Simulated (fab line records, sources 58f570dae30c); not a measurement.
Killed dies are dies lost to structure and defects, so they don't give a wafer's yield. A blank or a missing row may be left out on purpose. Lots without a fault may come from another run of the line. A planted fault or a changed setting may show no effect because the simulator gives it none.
Which tool did it? | flow berkeley_cmos170 | 14 lots, 42 wafers sampled, at 7 steps of a route of 331

WHAT THE GAUGES READ, wafer by wafer
UCB170_GATE_CD_MEAS_90: target cd 350 nm.
lot  | measured     | on        | cd_nm (nm)
L752 | day 7 07:46  | cd_sem-01 | 350.0 353.2 352.1
L750 | day 7 08:36  | cd_sem-01 | 349.2 349.1 348.4
L751 | day 7 08:49  | cd_sem-02 | 352.0 350.7 351.6
L754 | day 7 22:02  | cd_sem-01 | 346.7 348.5 348.2
L756 | day 8 13:10  | cd_sem-02 | 348.8 349.5 349.6
L757 | day 8 13:27  | cd_sem-01 | 349.7 348.1 348.7
L758 | day 8 13:33  | cd_sem-02 | 351.9 351.6 351.6
L759 | day 8 13:44  | cd_sem-01 | 349.7 349.5 350.6
L762 | day 9 22:15  | cd_sem-01 | 349.8 348.7 349.3
L765 | day 9 22:21  | cd_sem-02 | 350.8 351.4 350.3
L764 | day 9 22:28  | cd_sem-02 | 351.7 352.7 350.8
L768 | day 11 01:40 | cd_sem-02 | 349.4 349.0 350.6
L770 | day 11 01:53 | cd_sem-01 | 348.1 349.3 349.2
L771 | day 11 14:54 | cd_sem-02 | 350.1 350.8 348.9

UCB170_PSD_OVL_MEAS_07.
lot  | measured     | on         | PSD_OVL (nm)
L752 | day 8 03:20  | overlay-01 | 4 3 8
L750 | day 8 02:38  | overlay-01 | -4 -3 -2
L751 | day 8 03:38  | overlay-01 | 1 -6 1
L754 | day 8 08:47  | overlay-02 | -4 -8 -2
L756 | day 9 02:36  | overlay-01 | -7 -7 -11
L757 | day 9 02:49  | overlay-02 | -1 1 -4
L758 | day 9 02:52  | overlay-01 | -4 -10 -3
L759 | day 9 03:27  | overlay-02 | -2 1 -2
L762 | day 10 11:10 | overlay-01 | -5 -4 -4
L765 | day 10 11:39 | overlay-02 | -6 -8 -4
L764 | day 10 11:26 | overlay-01 | -5 -6 -12
L768 | day 11 12:04 | overlay-02 | -2 -8 -9
L770 | day 11 12:19 | overlay-01 | -10 -8 -10
L771 | day 12 01:21 | overlay-01 | 13 12 12

UCB170_PSD_TW_MEAS_10.
lot  | measured     | on            | PSD_TW
L752 | day 8 03:38  | film_metro-02 | 2307 2297 2302
L750 | day 8 02:55  | film_metro-04 | 2314 2318 2310
L751 | day 8 03:55  | film_metro-01 | 2341 2347 2344
L754 | day 8 09:04  | film_metro-01 | 2338 2337 2335
L756 | day 9 02:53  | film_metro-02 | 2280 2293 2291
L757 | day 9 03:07  | film_metro-01 | 2345 2343 2339
L758 | day 9 03:10  | film_metro-02 | 2303 2279 2297
L759 | day 9 03:44  | film_metro-02 | 2296 2286 2288
L762 | day 10 11:37 | film_metro-02 | 2134 2103 2116 2119 2117 2123
L765 | day 10 12:05 | film_metro-02 | 2139 2124 2132 2129 2120 2118
L764 | day 10 11:43 | film_metro-04 | 2339 2341 2344
L768 | day 11 12:22 | film_metro-01 | 2328 2332 2323
L770 | day 11 12:36 | film_metro-02 | 2290 2283 2272
L771 | day 12 01:38 | film_metro-02 | 2289 2279 2279

UCB170_SDANNEAL_RS_MEAS_02: measures by four-point-probe.
lot  | measured     | on            | PSD_RS (ohm/sq)
L752 | day 8 11:05  | film_metro-01 | 75.61 75.46 75.60
L750 | day 8 09:54  | film_metro-01 | 76.05 76.22 76.15
L751 | day 8 10:56  | film_metro-04 | 75.79 75.32 75.47
L754 | day 8 14:36  | film_metro-02 | 75.37 75.53 75.60
L756 | day 9 09:02  | film_metro-01 | 75.85 75.39 75.80
L757 | day 9 09:47  | film_metro-02 | 75.06 75.41 75.23
L758 | day 9 10:11  | film_metro-04 | 75.44 75.30 75.25
L759 | day 9 10:26  | film_metro-01 | 75.62 75.95 76.13
L762 | day 10 23:54 | film_metro-01 | 89.40 89.96 89.73 89.39 89.90 89.92
L765 | day 10 22:20 | film_metro-04 | 90.09 89.51 89.72 90.15 89.48 89.66
L764 | day 10 15:27 | film_metro-04 | 75.95 75.60 75.72
L768 | day 11 18:11 | film_metro-01 | 75.83 75.62 75.86
L770 | day 11 17:44 | film_metro-02 | 75.39 75.53 75.70
L771 | day 12 04:37 | film_metro-01 | 75.68 75.87 75.81

WHICH TOOL RAN EACH LOT (tool, then ch and the chambers of the sampled wafers, then the start)
lot  | UCB170_GATE_ETCH_14                | UCB170_PSD_IMPLANT_08           | UCB170_PSD_STRIP_09
L752 | rie_diel-03 ch 0,1, day 7 07:32    | implanter-04 ch 0, day 8 03:24  | plasma_asher-03 ch 0,1, day 8 03:31
L750 | rie_diel-04 ch 0,2,3, day 7 08:19  | implanter-02 ch 0, day 8 02:42  | plasma_asher-02 ch 0,1, day 8 02:50
L751 | rie_diel-03 ch 1,3, day 7 08:37    | implanter-02 ch 0, day 8 03:40  | plasma_asher-03 ch 0,1, day 8 03:49
L754 | rie_diel-04 ch 0,2, day 7 21:51    | implanter-04 ch 0, day 8 08:49  | plasma_asher-03 ch 0,1, day 8 08:58
L756 | rie_diel-04 ch 1,2,3, day 8 12:58  | implanter-01 ch 0, day 9 02:40  | plasma_asher-03 ch 0,1, day 9 02:47
L757 | rie_diel-02 ch 1,2,3, day 8 13:14  | implanter-02 ch 0, day 9 02:52  | plasma_asher-01 ch 0,1, day 9 03:00
L758 | rie_diel-04 ch 2,3, day 8 13:22    | implanter-04 ch 0, day 9 02:55  | plasma_asher-03 ch 0,1, day 9 03:04
L759 | rie_diel-03 ch 0,2,3, day 8 13:32  | implanter-01 ch 0, day 9 03:29  | plasma_asher-03 ch 0,1, day 9 03:38
L762 | rie_diel-04 ch 0,2, day 9 22:02    | implanter-02 ch 0, day 10 11:15 | plasma_asher-03 ch 0,1, day 10 11:30
L765 | rie_diel-03 ch 0,2,3, day 9 22:10  | implanter-02 ch 0, day 10 11:41 | plasma_asher-03 ch 0,1, day 10 11:59
L764 | rie_diel-02 ch 0,1,3, day 9 22:17  | implanter-04 ch 0, day 10 11:28 | plasma_asher-02 ch 0,1, day 10 11:37
L768 | rie_diel-04 ch 0,1,2, day 11 01:20 | implanter-04 ch 0, day 11 12:09 | plasma_asher-02 ch 0,1, day 11 12:16
L770 | rie_diel-04 ch 0,1, day 11 01:42   | implanter-01 ch 0, day 11 12:21 | plasma_asher-03 ch 0,1, day 11 12:30
L771 | rie_diel-03 ch 0,1,2, day 11 14:43 | implanter-01 ch 0, day 12 01:23 | plasma_asher-02 ch 0,1, day 12 01:32
- UCB170_GATE_ETCH_14: etches BARC in N2/H2.
- UCB170_PSD_IMPLANT_08
- UCB170_PSD_STRIP_09: strips in O2.

WHAT THE TOOLS THEMSELVES READ (means of the sampled wafers that have a number; where no wafer has one, the mark that the record gives instead)
UCB170_GATE_ETCH_14.
lot  | tool        | chamber_pressure_mTorr (mTorr) | drypump_motor_current_A (A) | oes_product_au (a.u.) | throttle_valve_pct (%)
L752 | rie_diel-03 | 29.986                         | 5.8                         | 1.012                 | 13.21
L750 | rie_diel-04 | 30.007                         | 5.8                         | 0.979                 | 13.24
L751 | rie_diel-03 | 29.968                         | 6.4                         | 0.994                 | 13.15
L754 | rie_diel-04 | 30.001                         | 5.8                         | 0.984                 | 13.16
L756 | rie_diel-04 | 30.014                         | 5.6                         | 0.990                 | 13.27
L757 | rie_diel-02 | 30.017                         | 5.7                         | 0.990                 | 13.33
L758 | rie_diel-04 | 29.984                         | 6.0                         | 0.984                 | 13.18
L759 | rie_diel-03 | 30.013                         | 5.8                         | 1.002                 | 13.20
L762 | rie_diel-04 | 30.012                         | 5.6                         | 0.997                 | 13.30
L765 | rie_diel-03 | 30.006                         | 5.8                         | 1.009                 | 13.20
L764 | rie_diel-02 | 29.986                         | 6.0                         | 0.995                 | 13.29
L768 | rie_diel-04 | 30.001                         | 5.5                         | 1.003                 | 13.33
L770 | rie_diel-04 | 30.003                         | 5.3                         | 1.000                 | 13.46
L771 | rie_diel-03 | 30.007                         | 5.8                         | 1.007                 | 13.14

UCB170_PSD_IMPLANT_08.
lot  | tool         | beam_on_s (s) | faraday_current_uA
L752 | implanter-04 | 9.95          | 9299
L750 | implanter-02 | 9.81          | 9428
L751 | implanter-02 | 10.03         | 9226
L754 | implanter-04 | 9.86          | 9378
L756 | implanter-01 | 10.15         | 9133
L757 | implanter-02 | 10.00         | 9271
L758 | implanter-04 | 9.89          | 9387
L759 | implanter-01 | 10.11         | 9148
L762 | implanter-02 | 7.75          | 11921
L765 | implanter-02 | 7.89          | 11728
L764 | implanter-04 | 9.78          | 9465
L768 | implanter-04 | 10.03         | 9198
L770 | implanter-01 | 10.00         | 9238
L771 | implanter-01 | 9.92          | 9338

UCB170_PSD_STRIP_09.
lot  | tool            | chamber_pressure_mTorr (mTorr) | drypump_motor_current_A (A) | o2_flow_sccm (sccm) | oes_product_au (a.u.) | strip_time_to_endpoint_s (s)
L752 | plasma_asher-03 | 3502                           | 5.2                         | 401.0               | 0.598                 | 29.35
L750 | plasma_asher-02 | 3500                           | 5.4                         | 399.7               | 0.603                 | 29.22
L751 | plasma_asher-03 | 3500                           | 5.6                         | 398.6               | 0.599                 | 29.25
L754 | plasma_asher-03 | 3500                           | 5.5                         | 399.5               | 0.599                 | 29.43
L756 | plasma_asher-03 | 3499                           | 5.2                         | 399.7               | 0.600                 | 29.41
L757 | plasma_asher-01 | 3502                           | 6.2                         | 399.7               | 0.600                 | 29.42
L758 | plasma_asher-03 | 3499                           | 5.2                         | 400.1               | 0.597                 | 29.50
L759 | plasma_asher-03 | 3503                           | 5.2                         | 400.4               | 0.601                 | 29.40
L762 | plasma_asher-03 | 3503                           | 5.2                         | 399.6               | 0.635                 | 26.74
L765 | plasma_asher-03 | 3497                           | 5.2                         | 400.7               | 0.636                 | 26.81
L764 | plasma_asher-02 | 3500                           | 5.4                         | 400.8               | 0.603                 | 29.37
L768 | plasma_asher-02 | 3500                           | 5.4                         | 400.2               | 0.597                 | 29.29
L770 | plasma_asher-03 | 3499                           | 5.5                         | 401.2               | 0.597                 | 29.28
L771 | plasma_asher-02 | 3497                           | 5.7                         | 399.0               | 0.598                 | 29.34

THE ANSWER, worked out from the rows above alone
Rule: what is usual is taken from the lots themselves. Put in order of their means at a reading, lots are off if they are a third of the lots or fewer, leave a main group of 4 or more, and stand apart from it by a gap of 3 or more times the standard deviation of the main group's means; of several such gaps the widest counts. A main group whose means are all the same, to the digits that the tables above print for the reading, isn't used. A lot without any number at a reading at which 4 lots or more have one is off too. The other lots that the step has rows for count as sound. The gauges are gone through in route order, then the tools' own readings, and for those a lot's mean is taken as printed above. The first step at which some lot is off is used, and at that step the reading that is off furthest; a lot without a number counts as furthest.
Off: L762, L765, at UCB170_PSD_TW_MEAS_10 (PSD_TW). The main group: mean 2312, standard deviation 24.
A tool fits if, at a process step before that reading, it ran every lot that is off, and no sound lot after the first of them. The gauges at UCB170_PSD_TW_MEAS_10 aren't tried: what is off there is off at UCB170_SDANNEAL_RS_MEAS_02 too, on other tools, and a gauge's error can't cause that. One fits: implanter-02 at UCB170_PSD_IMPLANT_08. Its last sound lot is L757 (day 9 02:52), its first lot that is off L762 (day 10 11:15): a fault that began between those two fits.
The tool's own readings at UCB170_PSD_IMPLANT_08 bear it out: on the lots that are off they differ by more than 5 times the standard deviation of the sound lots' means. beam_on_s reads 7.82 s there against 9.96 s on the sound lots; faraday_current_uA reads 11824 there against 9292 on the sound lots.

WHAT THE SIMULATOR HAD PUT IN
Process parameter drift: implanter-02, from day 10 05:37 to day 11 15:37, at UCB170_PSD_IMPLANT_08. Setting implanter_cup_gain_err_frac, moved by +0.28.
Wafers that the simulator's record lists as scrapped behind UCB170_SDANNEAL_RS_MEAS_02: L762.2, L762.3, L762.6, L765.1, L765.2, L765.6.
Lots struck among those shown: L762, L765. The rule above found the same.
